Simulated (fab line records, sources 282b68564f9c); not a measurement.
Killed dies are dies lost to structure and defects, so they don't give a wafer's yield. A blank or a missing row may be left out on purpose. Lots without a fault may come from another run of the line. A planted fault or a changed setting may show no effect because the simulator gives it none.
fab line records | flow rit_cmos
record lots=5 wafers=15 last_day=8
route steps=202 shown PLDD@122 SPACER@125 NSD@131 M1@202
lots that met no fault: from a run of the same line without faults
start_h: hours from the record's first day to the start of the lot's first wafer shown | wait_h: hours since the lot's step before | " the same as in the row above | L1.1+2: a row that stands for several wafers | - no value, or no start given | * or withheld: withheld | < > ~ a bound
route shown NAME@n: a module of which the file shows steps, and the number in the route of the first | usual: mean/standard deviation of fault-free wafers | same: alike in all rows | chamber/n: place in a boat | sites: the reading at each site | _std_site: their standard deviation | _edge_site: outer sites' mean less inner sites' | radius_mm: how far each site lies from the wafer's centre | mask NAME#n: copy n | behind: the tool/chamber that last shaped the wafer | hold: why the lot was held/for how many hours/how that ended | device: the transistor (n, p or np) that didn't switch | end of line: the same wafers' tests at the end of the route | a step without rows: its recipe alone | killed: dies lost to structure and defects at the first sort, not the wafer's yield | map: a wafer's dies, x killed, . not, _ none there
set.NAME: the setting as run; set.NAME@STEP: as run at that earlier step | model.NAME: the simulator's own value behind a step, which no gauge read
lots at some steps of the route; a table a step, a row a wafer
services: from which hour (start_h, from the record's first day; less than 0 if before it) a tool's chamber was out of use, for how many hours, and why
## steps
# step RIT_PLDD_IMPLANT_08
# recipe species=BF2 energy_kev=20 dose_cm2=9e+14 tilt_deg=7
# step RIT_PLDD_STRIP_09
# recipe chemistry=O2 time_s=180 resist=NOVOLAK platen_temp_c=withheld power_w=500 pressure_mtorr=4000 o2_flow_sccm=4000
# usual drypump_motor_current_A=6.2/0.36 o2_flow_sccm=4001/12
# columns lot.wafer tool chamber start_h wait_h drypump_motor_current_A o2_flow_sccm rf_hours_counter_h
L884.1 plasma_asher-04 0 76.38 0.1 6.7 3994 24
L884.3 " 1 " " 6.3 4001 -
L884.5 " 1 " " 6.3 4006 -
L886.1 plasma_asher-03 1 87.32 0.1 5.8 3987 44
L886.2 " 0 " " 5.8 4000 44
L886.6 " 0 " " 5.8 3994 -
L897.3 plasma_asher-04 0 136.42 0.1 6.6 3968 -
L897.4 " 1 " " 6.3 4005 -
L897.5 " 1 " " 6.3 3990 -
L898.3 plasma_asher-03 1 136.65 0.1 5.8 4000 -
L898.4 " 0 " " 5.9 3980 -
L898.5 " 1 " " 5.8 4003 -
L902.3 plasma_asher-04 0 167.31 0.1 6.7 4000 -
L902.5 " 0 " " 6.7 4011 -
L902.6 " 1 " " 6.3 3983 -
# step RIT_PLDD_TW_MEAS_10
# usual PLDD_TW=2328/13
# columns lot.wafer tool chamber start_h wait_h PLDD_TW
L884.1 film_metro-01 - 76.55 0.1 2356
L884.3 " - " " 2358
L884.5 " - " " 2359
L886.1 film_metro-04 - 87.50 0.1 2321
L886.2 " - " " 2330
L886.6 " - " " 2319
L897.3 film_metro-01 - 136.56 0.1 2340
L897.4 " - " " 2350
L897.5 " - " " 2347
L898.3 film_metro-04 - 136.79 0.1 2316
L898.4 " - " " 2340
L898.5 " - " " 2328
L902.3 film_metro-04 - 167.45 0.1 2305
L902.5 " - " " 2312
L902.6 " - " " 2315
# step RIT_SPACER_CLEAN_00
# recipe chemistry=SC1 mix=3:3:50 time_s=600 temp_c=75
# step RIT_SPACER_CLEAN_01
# recipe chemistry=dHF dilution=50:1 time_s=30
# step RIT_SPACER_CLEAN_02
# recipe chemistry=SC2 mix=3:3:50 time_s=600 temp_c=75 dry=n2_spin
# step RIT_SPACER_CVD_03
# recipe material=Si3N4 target_thk_nm=250 temp_c=810 precursor=SiH2Cl2/NH3 time_s=3300 pressure_mtorr=300 sih2cl2_flow_sccm=60 nh3_flow_sccm=150
# step RIT_SPACER_THK_MEAS_04
# recipe reads=Si3N4_of_SPACER_CVD_03
# usual SPACER_NITRIDE_THK=250.2/2.7
# columns lot.wafer tool chamber start_h wait_h SPACER_NITRIDE_THK[nm]
L884.1 film_metro-03 - 79.46 0.0 250.1
L884.3 " - " " 251.3
L884.5 " - " " 250.0
L886.1 film_metro-04 - 89.86 0.0 251.9
L886.2 " - " " 252.0
L886.6 " - " " 251.4
L897.3 film_metro-03 - 138.93 0.0 249.7
L897.4 " - " " 250.4
L897.5 " - " " 251.0
L898.3 film_metro-03 - 140.47 0.0 248.1
L898.4 " - " " 249.2
L898.5 " - " " 249.7
L902.3 film_metro-04 - 169.79 0.0 250.8
L902.5 " - " " 251.0
L902.6 " - " " 252.1
# step RIT_SPACER_ETCHBACK_05
# recipe target_depth_a=2500 SF6_flow_sccm=30 CHF3_flow_sccm=30 target=Si3N4 chemistry=SF6/CHF3 pressure_mtorr=40 rf_w=250 time_s=240 stop_on=SiO2
# usual drypump_motor_current_A=5.8/0.47 oes_product_au=0.849/0.013 throttle_valve_pct=10.30/0.16
# columns lot.wafer tool chamber start_h wait_h drypump_motor_current_A oes_product_au rf_hours_counter_h throttle_valve_pct
L884.1 rie_diel-01 2 79.52 0.1 5.1 0.865 154 10.34
L884.3 " 3 " " 6.1 0.863 17 10.13
L884.5 " 0 " " 6.4 0.860 - 10.48
L886.1 rie_diel-02 0 89.92 0.1 6.1 0.829 41 10.45
L886.2 " 2 " " 5.7 0.840 35 10.33
L886.6 " 1 " " 6.5 0.844 - 10.48
L897.3 rie_diel-01 1 138.97 0.0 6.2 0.841 5 10.06
L897.4 " 3 " " 6.1 0.860 - 10.14
L897.5 " 1 " " 6.2 0.843 - 10.07
L898.3 rie_diel-04 3 140.51 0.0 5.4 0.833 92 10.14
L898.4 " 1 " " 5.5 0.854 55 10.55
L898.5 " 2 " " 5.6 0.849 - 10.12
L902.3 rie_diel-01 1 169.83 0.0 6.3 0.850 6 10.07
L902.5 " 2 " " 5.1 0.839 - 10.33
L902.6 " 1 " " 6.3 0.843 - 10.07
# step RIT_NSD_HMDS_00
# recipe prime_time_s=60 prime_temp_c=140
# step RIT_NSD_COAT_01
# recipe resist=NOVOLAK spin_rpm=3250 resist_thk_nm=1000
# step RIT_NSD_SOFTBAKE_02
# recipe resist=NOVOLAK temp_c=90 time_s=60
# step RIT_NSD_EXPOSE_03
# recipe mask_id=M9 na=0.57 target_cd_nm=40700 dose_mj=250
# usual exposure_dose_mJ_cm2=249.98/0.25 focus_offset_nm=0.0/0.58 stage_vel_mm_s=500.04/0.25
# columns lot.wafer tool chamber start_h wait_h mask exposure_dose_mJ_cm2 focus_offset_nm stage_vel_mm_s
L884.1 iline_stepper-01 0 80.17 0.1 M9#0 250.22 0.2 499.82
L884.3 " 0 " " M9#0 249.82 0.2 500.20
L884.5 " 0 " " M9#0 249.98 0.0 500.09
L886.1 iline_stepper-01 0 90.53 0.1 M9_R1#0 249.96 0.0 500.12
L886.2 " 0 " " M9_R1#0 249.85 -0.4 499.73
L886.6 " 0 " " M9_R1#0 249.88 -0.7 499.91
L897.3 iline_stepper-01 0 139.61 0.1 M9#0 250.14 -0.3 500.05
L897.4 " 0 " " M9#0 250.21 0.5 499.88
L897.5 " 0 " " M9#0 250.19 0.4 499.47
L898.3 iline_stepper-01 0 141.27 0.2 M9#0 249.58 -0.5 499.87
L898.4 " 0 " " M9#0 249.95 -0.9 500.13
L898.5 " 0 " " M9#0 249.45 0.4 499.73
L902.3 iline_stepper-02 0 170.47 0.1 M9#0 249.76 -0.6 500.07
L902.5 " 0 " " M9#0 250.22 -0.3 500.13
L902.6 " 0 " " M9#0 249.83 -0.1 499.88
# step RIT_NSD_PEB_04
# recipe resist=NOVOLAK temp_c=withheld time_s=withheld
# step RIT_NSD_DEVELOP_05
# recipe resist=NOVOLAK develop_time_s=50 dev_temp_c=23.85
# same develop_time_s=50
# columns lot.wafer tool chamber start_h wait_h model.NSD.cd_nm
L884.1+3+5 litho_track-04 0 - - 4.07e+04
L886.1+2+6 litho_track-03 0 - - 4.048e+04
L897.3+4+5 litho_track-02 0 - - 4.07e+04
L898.3+4+5 litho_track-04 0 - - 4.07e+04
L902.3+5+6 litho_track-02 0 - - 4.07e+04
# step RIT_NSD_OVL_MEAS_06
# usual NSD_OVL=0.3/1.5
# columns lot.wafer tool chamber start_h wait_h NSD_OVL[nm]
L884.1 overlay-01 - 80.57 - 2.1
L884.3 " - " " 0.6
L884.5 " - " " -0.4
L886.1 overlay-02 - 90.93 - -1.6
L886.2 " - " " -0.3
L886.6 " - " " -1.4
L897.3 overlay-01 - 139.99 - -0.5
L897.4 " - " " -1.9
L897.5 " - " " 0.7
L898.3 overlay-01 - 141.64 - -1.0
L898.4 " - " " -2.6
L898.5 " - " " -1.4
L902.3 overlay-01 - 170.84 - 1.5
L902.5 " - " " 0.6
L902.6 " - " " 5.1
# step RIT_M1_PROBE_99
# usual killed_at_M0_to_M3=0.0/0.12 killed_at_front_end=7.5/2.8 killed_dies=7.6/2.9 killed_open=3.7/2 killed_short=3.8/2
# same gross_dies=264 killed_at_M4_up=0 killed_at_back_side=0 killed_at_contacts=0 killed_at_other=0
# columns lot.wafer tool chamber start_h wait_h killed_at_M0_to_M3 killed_at_front_end killed_dies killed_open killed_short model.etest.select_edge_diode_n.leak_log10_a
L884.1 prober-01 - 90.62 0.1 1 7 8 4 4 -9.772
L884.3 prober-01 - 90.72 0.2 0 5 5 3 2 -9.615
L884.5 prober-01 - 90.82 0.2 0 10 10 9 1 -9.75
L886.1 prober-01 - 100.85 0.1 0 3 3 1 2 -9.402
L886.2 prober-01 - 100.90 0.1 0 7 7 0 7 -9.728
L886.6 prober-01 - 101.10 0.2 0 7 7 4 3 -9.462
L897.3 prober-01 - 150.03 0.2 0 7 7 4 3 -9.839
L897.4 prober-01 - 150.08 0.2 0 3 3 1 2 -9.594
L897.5 prober-01 - 150.13 0.2 0 9 9 6 3 -9.798
L898.3 prober-02 - 151.56 0.2 0 12 12 7 5 -9.827
L898.4 prober-02 - 151.61 0.2 0 9 9 5 4 -9.807
L898.5 prober-02 - 151.66 0.2 0 10 10 4 6 -9.952
L902.3 prober-02 - 180.73 0.2 0 10 10 5 5 -9.817
L902.5 prober-02 - 180.83 0.2 0 8 8 1 7 -10.06
L902.6 prober-02 - 180.88 0.2 0 13 13 7 6 -9.77
# killed by level:class
L884.1 GATE:geometric_particle:short=2 ACTIVE:geometric_particle:open=1 FOX1:geometric_particle:open=1 FOX2:geometric_particle:open=1 GATE:geometric_particle:open=1 SILICIDE:geometric_particle:short=1 M1:geometric_particle:short=1
L884.3 GATE:geometric_particle:short=2 FOX1:geometric_particle:open=1 GATE:geometric_particle:open=1 SILICIDE:geometric_particle:open=1
L884.5 SILICIDE:geometric_particle:open=5 FOX1:geometric_particle:open=2 FOX1:geometric_particle:short=1 GATE:geometric_particle:open=1 REOX:geometric_particle:open=1
L886.1 FOX1:geometric_particle:open=1 GATE:geometric_particle:short=1 REOX:geometric_particle:short=1
L886.2 GATE:geometric_particle:short=3 FOX1:geometric_particle:short=2 SPACER:geometric_particle:short=1 SILICIDE:geometric_particle:short=1
L886.6 GATE:geometric_particle:open=3 FOX1:geometric_particle:open=1 FOX1:geometric_particle:short=1 GATE:geometric_particle:short=1 REOX:geometric_particle:short=1
L897.3 GATE:geometric_particle:short=3 GATE:geometric_particle:open=2 FOX1:geometric_particle:open=1 SILICIDE:geometric_particle:open=1
L897.4 FOX2:geometric_particle:open=1 REOX:geometric_particle:short=1 SILICIDE:geometric_particle:short=1
L897.5 GATE:geometric_particle:short=2 GATE:geometric_particle:open=2 REOX:geometric_particle:open=2 FOX1:geometric_particle:open=1 SILICIDE:geometric_particle:open=1 SILICIDE:geometric_particle:short=1
L898.3 FOX1:geometric_particle:open=2 GATE:geometric_particle:open=2 SPACER:geometric_particle:open=2 SILICIDE:geometric_particle:short=2 FOX2:geometric_particle:short=1 GATE:geometric_particle:short=1 REOX:geometric_particle:open=1 SPACER:geometric_particle:short=1
L898.4 GATE:geometric_particle:open=2 GATE:geometric_particle:short=2 REOX:geometric_particle:open=2 FOX2:geometric_particle:short=1 REOX:geometric_particle:short=1 SILICIDE:geometric_particle:open=1
L898.5 GATE:geometric_particle:open=3 FOX2:geometric_particle:short=2 SPACER:geometric_particle:short=2 FOX1:geometric_particle:open=1 FOX1:geometric_particle:short=1 SILICIDE:geometric_particle:short=1
L902.3 FOX1:geometric_particle:open=3 GATE:geometric_particle:short=3 GATE:geometric_particle:open=2 FOX2:geometric_particle:short=1 SPACER:geometric_particle:short=1
L902.5 GATE:geometric_particle:short=4 SPACER:geometric_particle:short=2 GATE:geometric_particle:open=1 REOX:geometric_particle:short=1
L902.6 GATE:geometric_particle:short=3 FOX1:geometric_particle:open=2 GATE:geometric_particle:open=2 SPACER:geometric_particle:open=2 ACTIVE:geometric_particle:open=1 FOX2:geometric_particle:short=1 REOX:geometric_particle:short=1 SPACER:geometric_particle:short=1
## services
# columns tool chamber start_h hours kind
iline_stepper-01 - 53.14 1.7 pm
rie_diel-04 3 60.04 2.2 repair
rie_diel-02 3 100.56 8.9 repair
rie_diel-04 - 107.70 28.1 pm
plasma_asher-03 - 110.39 7.6 repair
iline_stepper-02 - 114.79 28.9 pm
rie_diel-01 2 130.62 - clean
rie_diel-01 2 130.62 23.5 scheduled_down
rie_diel-01 2 130.62 23.5 vent_cycle
plasma_asher-04 - 158.88 1.4 repair
plasma_asher-03 - 162.43 1.9 repair
## key
first_sign step=RIT_NSD_EXPOSE_03 reading=mask direction=changed
effect none on later readings
model_effect step=RIT_NSD_DEVELOP_05 value=NSD.cd_nm without=4.07e+04 struck=4.048e+04
model_effect step=RIT_M1_PROBE_99 value=etest.select_edge_diode_n.leak_log10_a without=-9.955 struck=-9.531
met_at RIT_NSD_EXPOSE_03
struck_wafers L886.1,L886.2,L886.6
tester_left_out L886
onset_between 80.17 90.53
fault kind=wrong_mask tool=any chamber=- onset_h=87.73 steps=RIT_NSD_EXPOSE_03 aux_copy=M9_R1#0 cd_offset_nm=-220 scope=struck_lots_only
# tester_left_out: of these lots the tester's yield and bins aren't shown, on N5 and GAA mostly nor the transistor test; their killed dies are dies lost to structure and defects alone, not to doping, threshold or leakage, so they don't give the yield
